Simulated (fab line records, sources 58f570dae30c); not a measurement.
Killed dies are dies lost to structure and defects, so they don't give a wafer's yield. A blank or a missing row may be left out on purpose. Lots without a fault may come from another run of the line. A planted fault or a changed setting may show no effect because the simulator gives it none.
Tool commonality check | flow berkeley_cmos170 | 11 lots, 33 wafers sampled

WHY IT WAS OPENED
At UCB170_NLDD_TW_MEAS_11 the reading NLDD_TW is flagged on 2 of 11 lots. Wafers without a fault read 2222, standard deviation 15.
Rule: a lot is flagged when every wafer of it that has a number lies more than 4 standard deviations from that mean, or none has a number. The other lots count as sound.

lot  | measured     | on            | NLDD_TW, wafer by wafer | flag
L248 | day 7 17:32  | film_metro-04 | 2213 2203 2192          |
L247 | day 7 18:02  | film_metro-04 | 2204 2197 2200          |
L252 | day 8 05:29  | film_metro-02 | 2224 2228 2232          |
L251 | day 8 06:41  | film_metro-01 | 2242 2235 2226          |
L249 | day 8 06:44  | film_metro-02 | 2238 2233 2240          |
L250 | day 8 06:57  | film_metro-04 | 2206 2214 2211          |
L254 | day 9 00:53  | film_metro-04 | 2227 2220 2222          |
L253 | day 9 01:01  | film_metro-01 | 2234 2235 2237          |
L257 | day 9 15:56  | film_metro-01 | 2302 2293 2311          | FLAGGED
L258 | day 10 03:07 | film_metro-04 | 2216 2215 2221          |
L262 | day 10 14:57 | film_metro-02 | 2293 2288 2295          | FLAGGED
The numbers of the flagged lots are 2297 on average: +75 against the usual, or +5 standard deviations.

WHICH TOOL RAN EACH LOT
The record holds 1 process step before the reading, out of a route of 331 steps. In each cell: the tool, then ch and the chambers that the sampled wafers went through, then the start.
lot  | flag    | UCB170_NLDD_IMPLANT_08
L248 |         | implanter-01 ch 0, day 7 17:08
L247 |         | implanter-03 ch 0, day 7 17:40
L252 |         | implanter-03 ch 0, day 8 05:05
L251 |         | implanter-01 ch 0, day 8 06:20
L249 |         | implanter-03 ch 0, day 8 06:21
L250 |         | implanter-01 ch 0, day 8 06:33
L254 |         | implanter-01 ch 0, day 9 00:29
L253 |         | implanter-03 ch 0, day 9 00:37
L257 | FLAGGED | implanter-01 ch 0, day 9 15:33
L258 |         | implanter-03 ch 0, day 10 02:43
L262 | FLAGGED | implanter-01 ch 0, day 10 14:33
What these steps do:
- UCB170_NLDD_IMPLANT_08
- UCB170_NLDD_TW_MEAS_11

FLAGGED OVER TOTAL, TOOL BY TOOL (the gauges that took the reading come last)
step                   | tool          | lots run | flagged | share of the flagged lots | sound lots run after its first flagged lot
UCB170_NLDD_IMPLANT_08 | implanter-01  | 6        | 2       | all                       | 0
UCB170_NLDD_IMPLANT_08 | implanter-03  | 5        | 0       | none                      | -
UCB170_NLDD_TW_MEAS_11 | film_metro-01 | 3        | 1       | some                      | 0
UCB170_NLDD_TW_MEAS_11 | film_metro-02 | 3        | 1       | some                      | 0
UCB170_NLDD_TW_MEAS_11 | film_metro-04 | 5        | 0       | none                      | -

WHAT THE TABLE ALLOWS
1 row of the table ran every flagged lot: implanter-01 at UCB170_NLDD_IMPLANT_08.
- implanter-01 at UCB170_NLDD_IMPLANT_08: 2 of its 6 lots flagged. Its last sound lot is L254 (day 9 00:29), its first flagged lot L257 (day 9 15:33): a fault that began between those two fits. Its own readings lie more than 4 standard deviations out on every wafer of the flagged lots: beam_energy_keV.
One tool is left: implanter-01 at UCB170_NLDD_IMPLANT_08.

WHAT THE SIMULATOR HAD PUT IN
Process parameter drift: implanter-01, from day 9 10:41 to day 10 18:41, at UCB170_NLDD_IMPLANT_08. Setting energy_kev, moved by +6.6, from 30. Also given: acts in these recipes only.
Lots struck among those shown: L257, L262. The rule above found the same.
